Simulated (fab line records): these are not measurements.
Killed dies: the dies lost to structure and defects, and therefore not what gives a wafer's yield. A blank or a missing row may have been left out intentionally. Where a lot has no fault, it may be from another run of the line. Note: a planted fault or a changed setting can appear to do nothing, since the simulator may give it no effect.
Split-lot experiment -- flow berkeley cmos170 -- 5 lots, 23 wafers read, on a route of 331 steps

SPLIT DETAILS
At UCB170_NLDD_IMPLANT_09, the setting energy kev was moved away from the recipe's 30 on 8 of the 23 wafers read, by -3.1% to +3.2%. For the rest of the wafers, this setting stayed at what the recipe calls for.

The reading is taken at the split's own step.

THE READING
The simulator's own value implant.drp nm, read by no gauge, in nm at UCB170_NLDD_IMPLANT_09. No usual value for it is given in the file.

wafer,"tool, chamber at the split",energy kev as run,against the recipe,"implant.drp nm, nm",against lot-mates on the recipe
L074.1,"implanter-04, 0",30,recipe,9.611,-
L074.3,"implanter-04, 0",30,recipe,9.611,-
L074.2,"implanter-04, 0",29.06,-3.1%,9.391,-0.220
L074.4,"implanter-04, 0",29.06,-3.1%,9.391,-0.220
L074.5,"implanter-04, 0",29.06,-3.1%,9.391,-0.220
L078.1,"implanter-04, 0",30,recipe,9.611,-
L078.2,"implanter-04, 0",30,recipe,9.611,-
L078.6,"implanter-04, 0",30,recipe,9.611,-
L082.2,"implanter-04, 0",30,recipe,9.611,-
L082.3,"implanter-04, 0",30,recipe,9.611,-
L082.6,"implanter-04, 0",30,recipe,9.611,-
L082.4,"implanter-04, 0",30.76,+2.5%,9.788,+0.177
L082.5,"implanter-04, 0",30.76,+2.5%,9.788,+0.177
L083.1,"implanter-03, 0",30,recipe,9.611,-
L083.4,"implanter-03, 0",30,recipe,9.611,-
L083.2,"implanter-03, 0",30.97,+3.2%,9.837,+0.226
L083.5,"implanter-03, 0",30.97,+3.2%,9.837,+0.226
L083.6,"implanter-03, 0",30.97,+3.2%,9.837,+0.226
L080.1,"implanter-01, 0",30,recipe,9.611,-
L080.2,"implanter-01, 0",30,recipe,9.611,-
L080.3,"implanter-01, 0",30,recipe,9.611,-
L080.4,"implanter-01, 0",30,recipe,9.611,-
L080.6,"implanter-01, 0",30,recipe,9.611,-

THE FIT
A straight line over all 23 wafers: implant.drp nm changes by +0.07 nm for each +1% of energy kev; r = +1.00; the points scatter about the line by 0.00024 nm.
The same after taking each lot's own level away (the mean of its wafers on the recipe; 23 wafers): +0.07 nm for each +1%; r = +1.00; scatter 0.00024 nm.
According to that fit, moving energy kev by its largest amount changes the reading by 0.23 nm.
The lots' own levels span 9.6110 to 9.6110 nm.
Hence the lot-to-lot level has little effect on the slope; both slopes agree.
Check: with one of the wafers moved furthest among these (+3.2%) left out of the fit, the line predicts +0.226 nm for it against its lot-mates. It came out at +0.226 nm against them.

ADDITIONAL SPLITS CARRIED BY THESE WAFERS
Note: prior to the reading, these wafers also went through further splits. Each is held against what the fit with the lots' levels taken away leaves over:
other split on the same wafers,wafers away from the commonest value,r with implant.drp nm (lot level and that fit taken away)
UCB170_ZERO_COAT_01 resist thk nm,7,+0.00
UCB170_ZERO_DEVELOP_05 dev temp c,11,-0.58
UCB170_NVT_IMPLANT_07 energy kev,11,+0.31
UCB170_GATE_ETCH_15 time s,9,+0.45
UCB170_NLDD_PEB_04 peb temp c,6,+0.21

THE FILE'S OWN FIT
implant.drp nm changes by +0.0701 nm for each +1% of energy kev, r = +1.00.
